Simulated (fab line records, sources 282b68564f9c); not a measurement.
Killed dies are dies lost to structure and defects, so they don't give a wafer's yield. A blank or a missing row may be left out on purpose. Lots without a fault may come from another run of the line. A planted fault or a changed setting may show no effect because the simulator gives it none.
Problem report in the 8D (eight disciplines) form, filled by code | flow rit_cmos | the parts of the form that need people (team, actions taken, sign-off) are left out

1. THE PROBLEM
PLDD_TW at RIT_PLDD_TW_MEAS_10 reads a mean of 2646 on 6 wafers of 2 lots; wafers without a fault read 2354 with a standard deviation of 20. That is +15 standard deviations from the usual mean.
First seen on wafer L588.1, day 6 11:49, on film_metro-03. The record holds 42 wafers of 14 lots with a number at this step. Rule for "out", or "out of limits": more than 4 standard deviations from the usual mean. The other wafers with a number count as sound.

2. WHAT IT IS AND WHAT IT IS NOT
question                    | is                           | is not
which readings at this step | PLDD_TW                      | -
which lots                  | L588, L589                   | L572, L573, L574, L575, L576, L577, L578, L582, L587, L590, L593, L594
which wafers of those lots  | all that have a number       | -
read on which gauges        | film_metro-02, film_metro-03 | film_metro-04
when                        | from day 6 11:49             | up to then (27 sound wafers); but 9 sound wafers of L590, L593, L594 came after

3. SUSPECTS, AND WHAT RULES EACH OUT
Counting: a tool at a process step up to the reading stays a suspect if it ran every lot that is out and no sound lot after the first of them.
- the gauge at RIT_PLDD_TW_MEAS_10: ruled out. The wafers that are out were read on 2 gauges (film_metro-02, film_metro-03).
- implanter-04 at RIT_PLDD_IMPLANT_08: kept. It ran every lot that is out, first L588 (day 6 11:29), and no sound lot after that; its last sound lot up to then is L577 (day 4 02:16). Its own readings are out on those wafers: dose_ions_cm2, faraday_current_uA.
Left after counting: implanter-04 at RIT_PLDD_IMPLANT_08.

4. THE CAUSE (what the simulator had put in)
Process parameter drift: implanter-04, from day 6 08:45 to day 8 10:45, at RIT_PLDD_IMPLANT_08. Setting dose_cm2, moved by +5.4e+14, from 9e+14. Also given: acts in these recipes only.
Counting left only this tool.

5. THE CHAIN OF EFFECTS, in route order
Each row: a reading whose mean over the struck wafers that have a number lies more than 3 standard deviations from the usual. Only readings for which the record gives a usual standard deviation are gone through. hours: the time from each lot's start at the first step in this table that gives one to its start at this step, as a median over the lots. sigmas: the change in usual standard deviations.
hours | step                    | reading                   | usual        | on struck wafers | change     | sigmas
0     | RIT_PLDD_IMPLANT_08     | dose_ions_cm2             | 8.999e+14    | 1.440e+15        | +5.402e+14 | +99 or more
0     | RIT_PLDD_IMPLANT_08     | end_station_pressure_torr | 7.2e-06 Torr | 8.7e-06          | +1.5e-06   | +4.3
0     | RIT_PLDD_IMPLANT_08     | faraday_current_uA        | 2831         | 4560             | +1730      | +33
0     | RIT_PLDD_TW_MEAS_10     | PLDD_TW                   | 2354         | 2646             | +292       | +15
7     | RIT_SDANNEAL_RS_MEAS_06 | PLDD_RS                   | 178.8 ohm/sq | 157.7            | -21.1      | -44
The process steps in it:
- RIT_PLDD_IMPLANT_08
Later measuring or inspecting steps at which every struck wafer that the step has a row for has a number for every such reading, and none has moved that far: RIT_CONTACT_CD_MEAS_08.

6. WHAT WOULD HAVE CAUGHT IT SOONER
In this record the first reading out of limits at a measuring or inspecting step was taken at day 6 11:49, 3 hours after the fault began at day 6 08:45.
The tool's own readings at RIT_PLDD_IMPLANT_08 were out on every struck wafer that the step has a row for (dose_ions_cm2, faraday_current_uA): an alarm limit on them would have fired on the first of those.
Of the lots that are out (2), L589 began RIT_PLDD_IMPLANT_08 on implanter-04 after day 6 11:49. A hold on the tool at that time would have spared it.
